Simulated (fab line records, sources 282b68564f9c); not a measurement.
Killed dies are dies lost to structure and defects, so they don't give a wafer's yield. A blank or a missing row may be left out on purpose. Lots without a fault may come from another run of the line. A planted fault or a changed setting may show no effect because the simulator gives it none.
Split-lot experiment | flow rit_cmos | 5 lots, 27 wafers read, on a route of 202 steps

THE SPLIT
At RIT_ACTIVE_CVD_03 (deposits Si3N4 from SiH2Cl2/NH3, target thk 150 nm, time 1500 s), the setting time_s was moved away from the recipe's 1500 s on 18 of the 27 wafers read, by -34.4% to -25.4%. The other wafers ran this setting at the recipe's value.

FROM THE SPLIT TO THE READING: what the file shows between them, 4 steps
- RIT_ACTIVE_THK_MEAS_04
- RIT_ACTIVE_HMDS_05: prime time 60 s
- RIT_ACTIVE_COAT_06: resist thk 1000 nm
- RIT_ACTIVE_HARDBAKE_12: time 60 s

THE READING
oes_product_au, in a.u., at RIT_ACTIVE_ETCH_13 (etches Si3N4 in SF6, stops on SiO2, time 210 s, target depth 210 nm). Fault-free wafers of this fab line usually give 0.818 a.u., standard deviation 0.014 a.u..

wafer  | tool, chamber at the split | time_s as run, s | against the recipe | oes_product_au, a.u. | against lot-mates on the recipe
L077.1 | -, -                       | 1119             | -25.4%             | 0.712                | no lot-mate on the recipe
L077.2 | -, -                       | 1119             | -25.4%             | 0.693                | no lot-mate on the recipe
L077.3 | -, -                       | 1119             | -25.4%             | 0.713                | no lot-mate on the recipe
L077.4 | -, -                       | 1119             | -25.4%             | 0.691                | no lot-mate on the recipe
L077.5 | -, -                       | 1119             | -25.4%             | 0.715                | no lot-mate on the recipe
L077.6 | -, -                       | 1119             | -25.4%             | 0.679                | no lot-mate on the recipe
L079.1 | -, -                       | 1500             | recipe             | 0.853                | -
L079.2 | -, -                       | 1500             | recipe             | 0.821                | -
L079.3 | -, -                       | 1500             | recipe             | 0.811                | -
L079.4 | -, -                       | 1500             | recipe             | 0.825                | -
L079.5 | -, -                       | 1500             | recipe             | 0.814                | -
L079.6 | -, -                       | 1500             | recipe             | 0.857                | -
L081.1 | -, -                       | 983.9            | -34.4%             | 0.665                | no lot-mate on the recipe
L081.2 | -, -                       | 983.9            | -34.4%             | 0.659                | no lot-mate on the recipe
L081.3 | -, -                       | 983.9            | -34.4%             | 0.677                | no lot-mate on the recipe
L081.4 | -, -                       | 983.9            | -34.4%             | 0.652                | no lot-mate on the recipe
L081.5 | -, -                       | 983.9            | -34.4%             | 0.668                | no lot-mate on the recipe
L081.6 | -, -                       | 983.9            | -34.4%             | 0.673                | no lot-mate on the recipe
L082.1 | lpcvd-02, 1                | 1500             | recipe             | 0.817                | -
L082.2 | lpcvd-02, 1                | 1500             | recipe             | 0.808                | -
L082.5 | lpcvd-02, 1                | 1500             | recipe             | 0.809                | -
L084.1 | -, -                       | 1074             | -28.4%             | 0.684                | no lot-mate on the recipe
L084.2 | -, -                       | 1074             | -28.4%             | 0.678                | no lot-mate on the recipe
L084.3 | -, -                       | 1074             | -28.4%             | 0.696                | no lot-mate on the recipe
L084.4 | -, -                       | 1074             | -28.4%             | 0.725                | no lot-mate on the recipe
L084.5 | -, -                       | 1074             | -28.4%             | 0.686                | no lot-mate on the recipe
L084.6 | -, -                       | 1074             | -28.4%             | 0.684                | no lot-mate on the recipe

THE FIT
A straight line over all 27 wafers: oes_product_au changes by +0.00465 a.u. for each +1% of time_s; r = +0.98; the points scatter about the line by 0.015 a.u..
Too few moved wafers have a lot-mate on the recipe to fit a line with each lot's own level taken away.

THE WHOLE CHAIN: every reading that the file lists as answering this split, in the file's order
step                   | what it does                                                        | reading                                                                        | change (the file's fit)                   | r (the file's)
RIT_ACTIVE_CVD_03      | deposits Si3N4 from SiH2Cl2/NH3, target thk 150 nm, time 1500 s     | Si3N4_of_ACTIVE_CVD_03.thk_nm (the simulator's own value, which no gauge read) | +1.54 nm for each +1% of the setting      | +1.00
RIT_ACTIVE_THK_MEAS_04 |                                                                     | ACTIVE_NITRIDE_THK                                                             | +1.55 for each +1% of the setting         | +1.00
RIT_ACTIVE_ETCH_13     | etches Si3N4 in SF6, stops on SiO2, time 210 s, target depth 210 nm | oes_product_au                                                                 | +0.00465 a.u. for each +1% of the setting | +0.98
RIT_ACTIVE_ETCH_13     | etches Si3N4 in SF6, stops on SiO2, time 210 s, target depth 210 nm | ACTIVE.feature_depth_nm (the simulator's own value, which no gauge read)       | +1.54 nm for each +1% of the setting      | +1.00
RIT_ACTIVE_ETCH_13     | etches Si3N4 in SF6, stops on SiO2, time 210 s, target depth 210 nm | etch.depth_nm (the simulator's own value, which no gauge read)                 | +1.54 nm for each +1% of the setting      | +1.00

THE FILE'S OWN FIT
oes_product_au changes by +0.00465 a.u. for each +1% of time_s, r = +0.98.
